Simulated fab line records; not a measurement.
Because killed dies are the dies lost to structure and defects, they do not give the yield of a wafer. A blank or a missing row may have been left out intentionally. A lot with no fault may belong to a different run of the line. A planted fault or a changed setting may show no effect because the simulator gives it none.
2 desks, one fault :: flow berkeley cmos170 :: only its own numbers are on each desk; what lay behind them is given at the end

DESK OF THE TOOL OWNER: krf scanner-02
The tool's own readings at UCB170_PLDD_EXPOSE_03 (exposes mask PSELECT, target cd 1200 nm): means of the sampled wafers that have a number, for each lot that ran on this tool. A lot is out of limits, marked OUT, if its mean lies more than 4 standard deviations from the usual mean; the brackets give that distance.
Columns: A = exposure dose mJ cm2 at UCB170_PLDD_EXPOSE_03, usual 29.97; B = reticle temp C at UCB170_PLDD_EXPOSE_03, usual 23.00 C
lot: L786
first seen here: day 7 07:50
A: 29.99
B: 23.02

lot: L787
first seen here: day 7 08:18
A: 29.99
B: 23.13

lot: L788
first seen here: day 7 21:08
A: 29.99
B: 22.99

lot: L793
first seen here: day 8 18:53
A: 30.00
B: 23.07

lot: L798
first seen here: day 10 00:40
A: 28.19 (-57) OUT
B: 23.10

lot: L800
first seen here: day 10 01:23
A: 28.55 (-46) OUT
B: 22.88
This desk's verdict: out of limits on L798, L800, starting with L798 at day 10 00:40 (exposure dose mJ cm2 at UCB170_PLDD_EXPOSE_03). L786, L787, L788, L793: within limits.

METROLOGY DESK
What the gauges read, lot by lot, whatever tool the lot ran on: means of the sampled wafers that have a number. A lot is out of limits, marked OUT, if its mean lies more than 4 standard deviations from the usual mean; the brackets give that distance.
Columns: A = cd nm at UCB170_PLDD_CD_MEAS_06, usual 1199.8 nm
lot: L786
first seen here: day 7 08:20
A: 1198.7

lot: L787
first seen here: day 7 09:04
A: 1199.2

lot: L788
first seen here: day 7 21:32
A: 1202.7

lot: L790
first seen here: day 7 21:47
A: 1199.0

lot: L791
first seen here: day 8 12:26
A: 1200.4

lot: L794
first seen here: day 8 18:49
A: 1199.4

lot: L792
first seen here: day 8 19:02
A: 1199.8

lot: L793
first seen here: day 8 19:44
A: 1197.5

lot: L796
first seen here: day 9 07:50
A: 1201.4

lot: L798
first seen here: day 10 01:06
A: 1187.9 (-9.9) OUT

lot: L800
first seen here: day 10 01:46
A: 1192.2 (-6.3) OUT

lot: L802
first seen here: day 10 14:57
A: 1199.2

lot: L807
first seen here: day 11 13:34
A: 1200.1

lot: L809
first seen here: day 11 20:36
A: 1201.4
This desk's verdict: out of limits on L798, L800, starting with L798 at day 10 01:06 (cd nm at UCB170_PLDD_CD_MEAS_06). L786, L787, L788, L790, L791, L794, L792, L793, L796, L802, L807, L809: within limits.

PUT TOGETHER
At day 10 00:40, on L798, L800, the tool owner's desk was in a position to raise an alarm.
Metrology desk: alarm possible at day 10 01:06 on L798, L800.
Every lot named ran UCB170_PLDD_EXPOSE_03 on krf scanner-02.

WHAT THE SIMULATOR PUT IN
Process parameter drift: krf scanner-02, from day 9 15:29 on, at UCB170_PLDD_EXPOSE_03. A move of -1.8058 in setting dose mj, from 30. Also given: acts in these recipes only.
Shown lots that were struck: L798, L800.
Counting hours from when the fault started, the first reading out of limits came at 9 for the tool owner's desk and at 10 for the metrology desk.
